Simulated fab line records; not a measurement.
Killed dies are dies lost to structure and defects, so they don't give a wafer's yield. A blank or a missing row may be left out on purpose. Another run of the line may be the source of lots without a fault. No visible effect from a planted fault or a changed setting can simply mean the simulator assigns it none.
Struck lot and sound lot, side by side | flow rit-cmos | 18 out of 202 route steps
Sound: the wafers L629.4, L629.5, L629.6. Struck: wafers L620.2, L620.3, L620.5. At the end, the cause is stated.
Each step with rows lists, per side, the tool, then ch with its chambers, then its first start. Under that, the readings that differ: sound wafers | struck wafers | difference of the means | sigmas: that difference in standard deviations of wafers without a fault.
alike: words and numbers the same on both sides, and readings whose means are apart by under 2 such deviations; not compared: readings that were withheld, readings missing a value for some wafer, numbers with overlapping values and no deviation given by the record, and bounds like >300 which may hide the same value.
Wherever a step has rows on one side only, a row that says differs or no value, or a row with sigmas, the two part there. Non-overlapping numbers with no deviation appear without sigmas and do not part them. A reading missing from all wafers of one side parts the sides only when that side holds two or more wafers.

first, 4 steps without rows for these wafers: RIT_NLDD_SOFTBAKE_02 (time 60 s); RIT_NLDD_EXPOSE_03 (exposes mask M7, target cd 40700 nm); RIT_NLDD_PEB_04; RIT_NLDD_DEVELOP_05 (develop time 50 s).
RIT_NLDD_OVL_MEAS_06:
  sound: overlay-02 at day 7 02:50; struck: overlay-01 at day 5 06:11
  reading       | sound          | struck      | difference | sigmas
  NLDD_OVL (nm) | -1.3 -0.5 -0.4 | 3.2 1.9 4.1 | +3.8       | +2
then, 2 steps without rows for these wafers: RIT_NLDD_HARDBAKE_07 (time 60 s); RIT_NLDD_IMPLANT_08.
RIT_NLDD_STRIP_09: strips in O2, time 180 s.
  sound on plasma-asher-02 ch 0,1, day 7 03:13; struck on plasma-asher-04 ch 0,1, day 5 06:31
  reading                     | sound       | struck      | difference | sigmas
  drypump-motor-current-A (A) | 6.6 5.7 6.6 | 5.0 5.0 5.4 | -1.2       | -2
  not compared: rf-hours-counter-h
RIT_NLDD_TW_MEAS_10:
  sound: film-metro-04 at day 7 03:22; struck: film-metro-04 at day 5 06:42
  alike: NLDD_TW
then, 3 steps without rows for these wafers: RIT_PLDD_HMDS_00 (prime time 60 s); RIT_PLDD_COAT_01 (resist thk 1000 nm); RIT_PLDD_SOFTBAKE_02 (time 60 s).
RIT_PLDD_EXPOSE_03: exposes mask M8, target cd 40900 nm.
  sound on iline-stepper-01 ch 0, day 7 04:02; struck on iline-stepper-02 ch 0, day 5 07:13
  reading                      | sound                | struck      | difference | sigmas
  model.PLDD.overlay-x-nm (nm) | 0.7288 0.7288 0.7288 | 240 240 240 | +239       |
  alike: mask
then, 2 steps without rows for these wafers: RIT_PLDD_PEB_04; RIT_PLDD_DEVELOP_05 (develop time 50 s).
RIT_PLDD_OVL_MEAS_06:
  sound: overlay-02 at day 7 04:23; struck: overlay-02 at day 5 07:37
  reading       | sound       | struck            | difference | sigmas
  PLDD_OVL (nm) | 0.4 1.0 0.7 | 240.1 239.0 239.9 | +239.0     | +99 or more
then, 1 step without rows for these wafers: RIT_PLDD_HARDBAKE_07 (time 60 s).
RIT_M1_PROBE_99:
  sound: prober-01 at day 7 19:47; struck: prober-02 at day 5 22:43
  reading                        | sound          | struck         | difference | sigmas
  model.etest.pldd.width-nm (nm) | 3165 3175 3183 | 3021 3025 3026 | -150       |
  alike: killed-at-front-end, killed-dies, killed-open, killed-short

## WHERE THEY PART
First at RIT_NLDD_OVL_MEAS_06; last, within this record, at RIT_PLDD_OVL_MEAS_06. Later steps at which nothing parts them and some readings are alike: RIT_M1_PROBE_99.

WHY: whatever the simulator had introduced
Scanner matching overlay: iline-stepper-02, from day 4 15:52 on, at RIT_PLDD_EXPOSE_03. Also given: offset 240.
